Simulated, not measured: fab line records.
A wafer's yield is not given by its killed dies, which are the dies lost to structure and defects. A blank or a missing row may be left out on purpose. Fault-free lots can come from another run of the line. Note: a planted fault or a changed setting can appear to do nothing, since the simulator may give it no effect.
Struck lot and sound lot, side by side :: flow rit_cmos :: 34 out of 202 route steps
Sound: these wafers, L396.1, L396.4, L396.5. Wafers L409.2, L409.5, L409.6 were the ones struck. At the end, the cause is stated.
Per side, at each step with rows, come the tool, then ch with its chambers, and then its first start. Under that, the readings that differ: sound wafers :: struck wafers :: difference of the means :: sigmas: that difference in standard deviations of wafers without a fault.
alike: readings with means less than 2 such deviations apart, plus words and numbers identical on both sides. not compared: withheld readings, readings lacking a value on some wafer, bounds such as >300 that could conceal the same value, and numbers that have no deviation in the record and whose values overlap.
Wherever a step has rows on one side only, a row that says differs or no value, or a row with sigmas, the two part there. Numbers that don't overlap but have no deviation are shown without sigmas and don't part them. A reading that every wafer of one side lacks parts them only if that side has two wafers or more.

first, 2 steps without rows for these wafers: RIT_SPACER_CLEAN_02 (cleans in SC2, time 600 s); RIT_SPACER_CVD_03 (deposits Si3N4 from SiH2Cl2/NH3, target thk 250 nm, time 3300 s).
RIT_SPACER_THK_MEAS_04:
  sound on film_metro-02, day 3 18:19; struck on film_metro-02, day 6 07:33
reading: SPACER_NITRIDE_THK (nm)
sound: 245.5 245.4 247.1
struck: 252.3 251.5 252.6
difference: +6.1
sigmas: +2
RIT_SPACER_ETCHBACK_05: etches Si3N4 in SF6/CHF3, stops on SiO2, target depth 250 nm, time 240 s.
  sound on rie_diel-02 ch 0,1,2, day 3 18:22; struck on rie_diel-01 ch 0,3, day 6 07:36
reading: throttle_valve_pct (%)
sound: 9.96 10.20 10.26
struck: 10.60 10.58 10.61
difference: +0.46
sigmas: +2
  alike: drypump_motor_current_A, oes_product_au
  not compared: rf_hours_counter_h
then, 6 steps without rows for these wafers: RIT_NSD_HMDS_00 (prime time 60 s); RIT_NSD_COAT_01 (resist thk 1000 nm); RIT_NSD_SOFTBAKE_02 (time 60 s); RIT_NSD_EXPOSE_03 (exposes mask M9, target cd 40700 nm); RIT_NSD_PEB_04; RIT_NSD_DEVELOP_05 (develop time 50 s).
RIT_NSD_OVL_MEAS_06:
  sound on overlay-01, day 3 19:29; struck on overlay-01, day 6 08:53
  alike: NSD_OVL
then, 1 step without rows for these wafers: RIT_NSD_HARDBAKE_07 (time 60 s).
RIT_NSD_IMPLANT_08:
  sound on implanter-04 ch 0, day 3 19:41; struck on implanter-02 ch 0, day 6 09:05
reading: dose_ions_cm2
sound: 1.0012e+15 1.0004e+15 1.0001e+15
struck: 1.7536e+15 1.7533e+15 1.7524e+15
difference: +7.5253e+14
sigmas: +99 or more

reading: end_station_pressure_torr (Torr)
sound: 7.5e-06 7.8e-06 8.3e-06
struck: 9.6e-06 8.1e-06 9.4e-06
difference: +1.2e-06
sigmas: +3

reading: faraday_current_uA
sound: 3081 3079 3176
struck: 5520 5372 5489
difference: +2348
sigmas: +43
RIT_NSD_STRIP_09: strips in O2, time 180 s.
  sound on plasma_asher-01 ch 0,1, day 3 19:50; struck on plasma_asher-01 ch 0,1, day 6 09:13
  alike: drypump_motor_current_A
  not compared: rf_hours_counter_h
RIT_NSD_TW_MEAS_10:
  sound on film_metro-02, day 3 20:01; struck on film_metro-04, day 6 09:24
reading: NSD_TW
sound: 3118 3135 3142
struck: 3465 3483 3459
difference: +337
sigmas: +17
then, 6 steps without rows for these wafers: RIT_PSD_HMDS_00 (prime time 60 s); RIT_PSD_COAT_01 (resist thk 1000 nm); RIT_PSD_SOFTBAKE_02 (time 60 s); RIT_PSD_EXPOSE_03 (exposes mask M10, target cd 40900 nm); RIT_PSD_PEB_04; RIT_PSD_DEVELOP_05 (develop time 50 s).
RIT_PSD_OVL_MEAS_06:
  sound on overlay-02, day 3 20:55; struck on overlay-01, day 6 10:26
  alike: PSD_OVL
then, 2 steps without rows for these wafers: RIT_PSD_HARDBAKE_07 (time 60 s); RIT_PSD_IMPLANT_08.
RIT_PSD_STRIP_09: strips in O2, time 180 s.
  sound on plasma_asher-04 ch 0,1, day 3 21:15; struck on plasma_asher-04 ch 0,1, day 6 10:46
  alike: drypump_motor_current_A
  not compared: rf_hours_counter_h
RIT_PSD_TW_MEAS_10:
  sound on film_metro-03, day 3 21:26; struck on film_metro-03, day 6 10:57
  alike: PSD_TW
then, 3 steps without rows for these wafers: RIT_SDANNEAL_CLEAN_00 (cleans in SC1, time 600 s); RIT_SDANNEAL_CLEAN_01 (cleans in dHF, time 30 s); RIT_SDANNEAL_CLEAN_02 (cleans in SC2, time 600 s).
RIT_SDANNEAL_RTA_03: time 5 s.
  sound on rtp_anneal-01 ch 0, day 3 21:53; struck on rtp_anneal-01 ch 0, day 6 11:23
  alike: wafer_temp_C_max
RIT_SDANNEAL_RS_MEAS_04: a four-point-probe measurement.
  sound on film_metro-03, day 3 21:56; struck on film_metro-03, day 6 11:30
  alike: PSD_RS
RIT_SDANNEAL_RS_MEAS_05: a four-point-probe measurement.
  sound on film_metro-03, day 3 22:04; struck on film_metro-03, day 6 11:37
reading: NSD_RS (ohm/sq)
sound: 84.78 84.43 84.63
struck: 56.37 56.35 56.37
difference: -28.25
sigmas: -97
RIT_SDANNEAL_RS_MEAS_06: a four-point-probe measurement.
  sound on film_metro-03, day 3 22:11; struck on film_metro-03, day 6 11:44
  alike: PLDD_RS
RIT_M1_PROBE_99:
  sound on prober-01, day 4 05:34; struck on prober-02, day 6 19:08
reading: model.etest.nmos_0p3.r_on_ohm_um
sound: 2134 2122 2099
struck: 2007 1991 1997
difference: -120
sigmas: 

reading: model.etest.nmos_0p15.r_on_ohm_um
sound: 1113 1090 1064
struck: 1021 1012 1004
difference: -77
sigmas: 

reading: model.etest.nmos_narrow.drive_ua_um
sound: 226.1 227.6 238.5
struck: 240.7 240.6 241.8
difference: +10.3
sigmas: 

reading: model.etest.nmos_0p3.drive_ua_um
sound: 226.5 229.9 232.1
struck: 239.3 241.4 242.4
difference: +11.5
sigmas: 

reading: model.etest.contact_nplus.end_ohm_um
sound: 41.62 41.82 40.73
struck: 19.78 20.09 19.86
difference: -21.48
sigmas: 

reading: model.etest.npoly_line.line_ohm_um
sound: 164.4 170.2 172.9
struck: 163.6 161.1 160.1
difference: -7.6
sigmas: 

reading: model.etest.npoly_line.rs_ohm_sq
sound: 17.12 17.11 17.29
struck: 16.65 16.58 16.51
difference: -0.59
sigmas: 
  alike: killed_at_contacts, killed_at_front_end, killed_dies, killed_open, killed_short
  not compared: model.etest.nmos_0p15.drive_ua_um

== WHERE THEY PART ==
Last at RIT_SDANNEAL_RS_MEAS_05 as far as this record goes, first at RIT_SPACER_THK_MEAS_04. Later steps at which nothing parts them and some readings are alike: RIT_SDANNEAL_RS_MEAS_06, RIT_M1_PROBE_99.

WHY: the cause the simulator had injected
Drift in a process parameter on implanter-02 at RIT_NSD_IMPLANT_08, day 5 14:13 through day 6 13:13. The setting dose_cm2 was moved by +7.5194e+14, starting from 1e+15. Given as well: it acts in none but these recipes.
